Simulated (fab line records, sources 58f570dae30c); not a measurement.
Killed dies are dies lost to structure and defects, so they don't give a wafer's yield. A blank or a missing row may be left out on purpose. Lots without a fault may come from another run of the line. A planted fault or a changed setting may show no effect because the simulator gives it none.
fab line records | flow berkeley_cmos170 | part 2 of 2: steps 29 to 39 of 39
record lots=5 wafers=15 last_day=11
route steps=331 shown ACTIVE@73 PFIELD@79 FIELD@89 SACOX@97 SCREENOX@100 NVT@104
lots that met no fault: from a run of the same line without faults
start_h: hours from the record's first day to the start of the lot's first wafer shown | wait_h: hours since the lot's step before | " the same as in the row above | L1.1+2: a row that stands for several wafers | - no value, or no start given | * or withheld: withheld | < > ~ a bound
route shown NAME@n: a module of which the file shows steps, and the number in the route of the first | usual: mean/standard deviation of fault-free wafers | same: alike in all rows | chamber/n: place in a boat | sites: the reading at each site | _std_site: their standard deviation | _edge_site: outer sites' mean less inner sites' | radius_mm: how far each site lies from the wafer's centre | mask NAME#n: copy n | behind: the tool/chamber that last shaped the wafer | hold: why the lot was held/for how many hours/how that ended | device: the transistor (n, p or np) that didn't switch | end of line: the same wafers' tests at the end of the route | a step without rows: its recipe alone | killed: dies lost to structure and defects at the first sort, not the wafer's yield | map: a wafer's dies, x killed, . not, _ none there
set.NAME: the setting as run; set.NAME@STEP: as run at that earlier step | model.NAME: the simulator's own value behind a step, which no gauge read
lots at some steps of the route; a table a step, a row a wafer
services: from which hour (start_h, from the record's first day; less than 0 if before it) a tool's chamber was out of use, for how many hours, and why
## steps
# step UCB170_SCREENOX_OXIDATION_01
# recipe temp_c=900 ambient=O2 target_thk_a=144 ox_time_s=2400
# usual zone_power_load_pct=28/3.8
# columns lot.wafer tool chamber start_h wait_h zone_power_load_pct
L077.1 furnace-02 0 107.17 1.3 32
L077.2 " 0 " " 32
L077.5 " 0 " " 32
L079.2 furnace-04 0 129.45 1.4 24
L079.3 " 0 " " 25
L079.6 " 0 " " 24
L087.1 furnace-03 0 167.46 3.2 25
L087.3 " 0 " " 25
L087.5 " 0 " " 25
L089.3 furnace-02 0 179.16 2.2 32
L089.4 " 0 " " 33
L089.6 " 0 " " 32
L094.1 furnace-02 0 201.89 3.4 32
L094.2 " 0 " " 32
L094.4 " 0 " " 32
# step UCB170_SCREENOX_THK_MEAS_02
# recipe reads=SiO2_of_SCREENOX_OXIDATION_01
# usual SCREENOX_OXIDE_THK=14.4/0.31
# columns lot.wafer tool chamber start_h wait_h SCREENOX_OXIDE_THK[nm]
L077.1 film_metro-02 - 108.84 0.0 14.7
L077.2 " - " " 15.0
L077.5 " - " " 14.6
L079.2 film_metro-01 - 131.16 0.0 14.1
L079.3 " - " " 14.1
L079.6 " - " " 14.2
L087.1 film_metro-02 - 169.13 0.0 14.1
L087.3 " - " " 14.1
L087.5 " - " " 14.1
L089.3 film_metro-03 - 180.84 0.0 14.5
L089.4 " - " " 14.5
L089.6 " - " " 14.5
L094.1 film_metro-03 - 203.63 0.1 14.2
L094.2 " - " " 14.6
L094.4 " - " " 14.5
# step UCB170_SCREENOX_ANNEAL_03
# recipe temp_c=900 time_s=900 ambient=N2
# usual zone_power_load_pct=25.7/2.9
# columns lot.wafer tool chamber start_h wait_h zone_power_load_pct
L077.1 furnace-03 0 110.48 1.6 24.9
L077.2 " 0 " " 25.0
L077.5 " 0 " " 24.9
L079.2 furnace-04 0 135.30 4.1 24.2
L079.3 " 0 " " 24.6
L079.6 " 0 " " 23.8
L087.1 furnace-03 0 173.46 4.3 25.4
L087.3 " 0 " " 24.8
L087.5 " 0 " " 25.1
L089.3 furnace-04 0 182.36 1.5 24.3
L089.4 " 0 " " 24.2
L089.6 " 0 " " 24.3
L094.1 furnace-02 0 206.16 2.5 32.5
L094.2 " 0 " " 32.8
L094.4 " 0 " " 32.0
# step UCB170_NVT_HMDS_00
# recipe prime_time_s=60 prime_temp_c=100
# usual exhaust_pa=44.8/0.87
# columns lot.wafer tool chamber start_h wait_h exhaust_pa
L077.1 litho_track-02 0 111.73 0.0 44.3
L077.2 " 0 " " 45.1
L077.5 " 0 " " 45.6
L079.2 litho_track-03 0 136.78 0.2 44.7
L079.3 " 0 " " 44.4
L079.6 " 0 " " 44.2
L087.1 litho_track-01 0 174.71 0.0 43.3
L087.3 " 0 " " 44.8
L087.5 " 0 " " 45.1
L089.3 litho_track-03 0 183.66 0.1 45.3
L089.4 " 0 " " 44.3
L089.6 " 0 " " 45.1
L094.1 litho_track-01 0 207.45 0.0 44.1
L094.2 " 0 " " 44.6
L094.4 " 0 " " 45.4
# step UCB170_NVT_COAT_01
# recipe resist=KrF spin_rpm=1500 resist_thk_nm=900
# usual exhaust_pa=45.2/0.84
# columns lot.wafer tool chamber start_h wait_h exhaust_pa
L077.1 litho_track-02 0 111.88 0.1 44.5
L077.2 " 0 " " 46.2
L077.5 " 0 " " 45.2
L079.2 litho_track-03 0 136.93 0.1 45.1
L079.3 " 0 " " 43.6
L079.6 " 0 " " 44.3
L087.1 litho_track-01 0 174.86 0.1 45.4
L087.3 " 0 " " 45.0
L087.5 " 0 " " 45.8
L089.3 litho_track-03 0 183.81 0.1 45.6
L089.4 " 0 " " 44.3
L089.6 " 0 " " 44.6
L094.1 litho_track-01 0 207.60 0.1 44.9
L094.2 " 0 " " 44.4
L094.4 " 0 " " 45.9
# step UCB170_NVT_SOFTBAKE_02
# recipe resist=KrF temp_c=130 time_s=60
# usual exhaust_pa=45.1/0.9
# columns lot.wafer tool chamber start_h wait_h exhaust_pa
L077.1 litho_track-02 0 112.03 0.1 45.0
L077.2 " 0 " " 45.4
L077.5 " 0 " " 45.5
L079.2 litho_track-03 0 137.08 0.1 46.8
L079.3 " 0 " " 45.1
L079.6 " 0 " " 44.7
L087.1 litho_track-01 0 175.01 0.1 45.1
L087.3 " 0 " " 46.9
L087.5 " 0 " " 44.3
L089.3 litho_track-03 0 183.96 0.1 45.9
L089.4 " 0 " " 45.8
L089.6 " 0 " " 47.2
L094.1 litho_track-01 0 207.75 0.1 45.5
L094.2 " 0 " " 45.4
L094.4 " 0 " " 44.4
# step UCB170_NVT_EXPOSE_03
# recipe mask_id=PWELL target_cd_nm=3000 na=0.5 sigma_outer=0.6 source_shape=conventional dose_mj=30
# columns lot.wafer tool chamber start_h wait_h mask
L077.1+2+5 krf_scanner-01 0 112.18 0.1 PWELL#0
L079.2+3+6 krf_scanner-01 0 137.38 0.3 PWELL#0
L087.1+3+5 krf_scanner-02 0 175.16 0.1 PWELL#0
L089.3+4+6 krf_scanner-01 0 184.10 0.1 PWELL#0
L094.1+2+4 krf_scanner-01 0 208.10 0.3 PWELL#0
# step UCB170_NVT_PEB_04
# recipe peb_temp_c=130 peb_time_s=withheld resist=KrF
# usual exhaust_pa=45.2/0.85
# columns lot.wafer tool chamber start_h wait_h exhaust_pa
L077.1 litho_track-02 0 112.45 0.3 43.6
L077.2 " 0 " " 45.0
L077.5 " 0 " " 43.8
L079.2 litho_track-03 0 137.51 0.1 44.9
L079.3 " 0 " " 44.7
L079.6 " 0 " " 45.7
L087.1 litho_track-02 0 175.28 0.1 43.5
L087.3 " 0 " " 44.2
L087.5 " 0 " " 44.3
L089.3 litho_track-03 0 184.23 0.1 44.4
L089.4 " 0 " " 45.7
L089.6 " 0 " " 45.0
L094.1 litho_track-03 0 208.25 0.1 44.1
L094.2 " 0 " " 43.9
L094.4 " 0 " " 43.9
# step UCB170_NVT_DEVELOP_05
# recipe developer=TMAH develop_time_s=45 resist=KrF dev_temp_c=21
# usual exhaust_pa=44.8/0.86
# columns lot.wafer tool chamber start_h wait_h exhaust_pa
L077.1 litho_track-02 0 - - 44.1
L077.2 " 0 " " 44.0
L077.5 " 0 " " 44.1
L079.2 litho_track-03 0 - - 44.4
L079.3 " 0 " " 45.3
L079.6 " 0 " " 45.9
L087.1 litho_track-02 0 - - 46.0
L087.3 " 0 " " 45.2
L087.5 " 0 " " 45.0
L089.3 litho_track-03 0 - - 45.5
L089.4 " 0 " " 44.1
L089.6 " 0 " " 46.7
L094.1 litho_track-03 0 - - 45.6
L094.2 " 0 " " 45.3
L094.4 " 0 " " 44.2
# step UCB170_NVT_OVL_MEAS_06
# usual NVT_OVL=0/5
# columns lot.wafer tool chamber start_h wait_h NVT_OVL[nm]
L077.1 overlay-02 - 112.73 - -1
L077.2 " - " " -5
L077.5 " - " " 1
L079.2 overlay-01 - 137.76 - -5
L079.3 " - " " 0
L079.6 " - " " -2
L087.1 overlay-01 - 175.55 - -4
L087.3 " - " " -5
L087.5 " - " " 5
L089.3 overlay-02 - 184.47 - -1
L089.4 " - " " 2
L089.6 " - " " 5
L094.1 overlay-01 - 208.52 - 1
L094.2 " - " " 4
L094.4 " - " " 1
# step UCB170_NVT_IMPLANT_07
# recipe species=BF2 dose_cm2=3e+12 energy_kev=50 tilt_deg=7
# usual beam_on_s=10.00/0.21 end_station_pressure_torr=5.03e-06/2.5e-07
# columns lot.wafer tool chamber start_h wait_h beam_on_s end_station_pressure_torr
L077.1 implanter-02 0 112.76 0.0 9.76 5.13e-06
L077.2 " 0 " " 9.89 5.05e-06
L077.5 " 0 " " 10.20 5.19e-06
L079.2 implanter-04 0 137.82 0.0 9.63 5.12e-06
L079.3 " 0 " " 9.98 5.26e-06
L079.6 " 0 " " 9.89 4.99e-06
L087.1 implanter-02 0 175.59 0.0 10.16 4.59e-06
L087.3 " 0 " " 10.00 4.95e-06
L087.5 " 0 " " 9.56 5.04e-06
L089.3 implanter-02 0 184.54 0.1 9.83 5.04e-06
L089.4 " 0 " " 10.12 5.09e-06
L089.6 " 0 " " 9.96 4.8e-06
L094.1 implanter-02 0 208.56 0.0 10.03 5.26e-06
L094.2 " 0 " " 10.02 5.21e-06
L094.4 " 0 " " 9.83 5.27e-06
## services
# columns tool chamber start_h hours kind
rie_diel-01 - 66.31 0.3 repair
implanter-02 - 66.81 1.1 repair
krf_scanner-01 - 67.18 1.0 pm
krf_scanner-01 - 70.38 0.8 pm
furnace-04 - 75.84 3.6 pm
furnace-01 - 80.87 3.4 pm
implanter-01 - 82.99 1.0 repair
rie_diel-01 - 94.06 0.4 repair
implanter-01 - 102.39 5.3 pm
krf_scanner-01 - 105.94 0.8 pm
wet_bench-01 - 108.26 1.9 pm
plasma_asher-01 - 108.81 9.0 pm
implanter-01 - 108.90 0.9 repair
plasma_asher-02 - 118.50 8.3 repair
krf_scanner-01 - 124.92 4.0 pm
krf_scanner-02 - 125.51 3.4 repair
krf_scanner-02 - 131.72 1.3 pm
furnace-01 - 170.79 3.6 pm
furnace-04 - 185.28 3.5 pm
krf_scanner-01 - 190.64 4.4 pm
furnace-03 - 195.06 3.7 pm
plasma_asher-03 - 199.18 10.5 repair
wet_bench-02 - 203.32 1.9 pm
furnace-04 - 205.24 2.8 pm
